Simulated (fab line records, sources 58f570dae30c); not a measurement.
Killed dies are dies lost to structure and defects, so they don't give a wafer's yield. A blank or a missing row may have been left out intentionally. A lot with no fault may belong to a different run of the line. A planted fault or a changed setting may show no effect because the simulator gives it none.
Struck lot and sound lot, side by side | flow berkeley_cmos170 | 14 out of 331 route steps
Sound: the wafers L502.2, L502.3, L502.5. The struck wafers were L507.2, L507.3, L507.6. At the end, the cause is stated.
Per side, at each step with rows, come the tool, then ch with its chambers, and then its first start. Under that, the readings that differ: sound wafers | struck wafers | difference of the means | sigmas: that difference in standard deviations of wafers without a fault.
alike: same words and numbers on both sides, and readings whose means sit less than 2 such deviations apart. not compared: any withheld reading, any reading some wafer has no value for, any bound like >300 that may hide the same value, and any number with overlapping values for which the record gives no deviation.
A row with sigmas, a row that says differs or no value, or rows on one side alone: a step with any of these is where the two part. Numbers that have no deviation but don't overlap get no sigmas and don't part them. Lack of a reading on every wafer of one side parts them only where that side has two or more wafers.

UCB170_SILICIDE_RS_MEAS_02: measures by four-point-probe.
  sound on film_metro-01, day 8 11:47; struck on film_metro-03, day 10 01:07
  alike: SILICIDE_TI_RS
UCB170_SILICIDE_THK_MEAS_03: measures by xrf.
  sound on film_metro-01, day 8 11:54; struck on film_metro-03, day 10 01:13
  alike: SILICIDE_TI_THK
UCB170_SILICIDE_RTA_04: time 15 s.
  sound on rtp_anneal-02 ch 0, day 8 11:58; struck on rtp_anneal-02 ch 0, day 10 01:17
  alike: anneal_temp_c_max, chamber_o2_ppm, lamp_power_pct, wafer_temp_C_max
then, 3 steps without rows for these wafers: UCB170_SILICIDE_WET_ETCH_05 (etches Ti in SPM, time 45 s); UCB170_CONTACT_CLEAN_00 (cleans in SPM, time 600 s); UCB170_CONTACT_CVD_01 (deposits PSG from SiH4/O2/PH3, target thk 700 nm, time 2820 s).
UCB170_CONTACT_THK_MEAS_02:
  sound on film_metro-03, day 8 14:15; struck on film_metro-01, day 10 03:47
  reading              | sound       | struck      | difference | sigmas
  CONTACT_PSG_THK (nm) | 708 705 705 | 692 689 689 | -16        | -2
then, 3 steps without rows for these wafers: UCB170_CONTACT_HMDS_03 (prime time 60 s); UCB170_CONTACT_COAT_04 (resist thk 900 nm); UCB170_CONTACT_SOFTBAKE_05 (time 60 s).
UCB170_CONTACT_STRIP_06: strips in O2.
  sound on plasma_asher-02 ch 0,1, day 8 14:45; struck on plasma_asher-02 ch 0, day 10 04:34
  alike: drypump_motor_current_A, oes_product_au, strip_time_to_endpoint_s
  not compared: rf_hours_counter_h
then, 1 step without rows for these wafers: UCB170_CONTACT_CLEAN_07 (cleans in SPM, time 600 s).
UCB170_CONTACT_RTA_08: time 10 s.
  sound on rtp_anneal-02 ch 0, day 8 15:10; struck on rtp_anneal-02, day 10 04:51
  no value came back on the struck wafers for anneal_temp_c_max, chamber_o2_ppm, lamp_power_pct (%), wafer_temp_C_max; on the sound wafers anneal_temp_c_max reads 907.9 908.9 906.9
then, 1 step without rows for these wafers: UCB170_CONTACT_COAT_09.

== WHERE THEY PART ==
At UCB170_CONTACT_THK_MEAS_02 first; at UCB170_CONTACT_RTA_08 last (within this record only).

WHY: what had been put in by the simulator
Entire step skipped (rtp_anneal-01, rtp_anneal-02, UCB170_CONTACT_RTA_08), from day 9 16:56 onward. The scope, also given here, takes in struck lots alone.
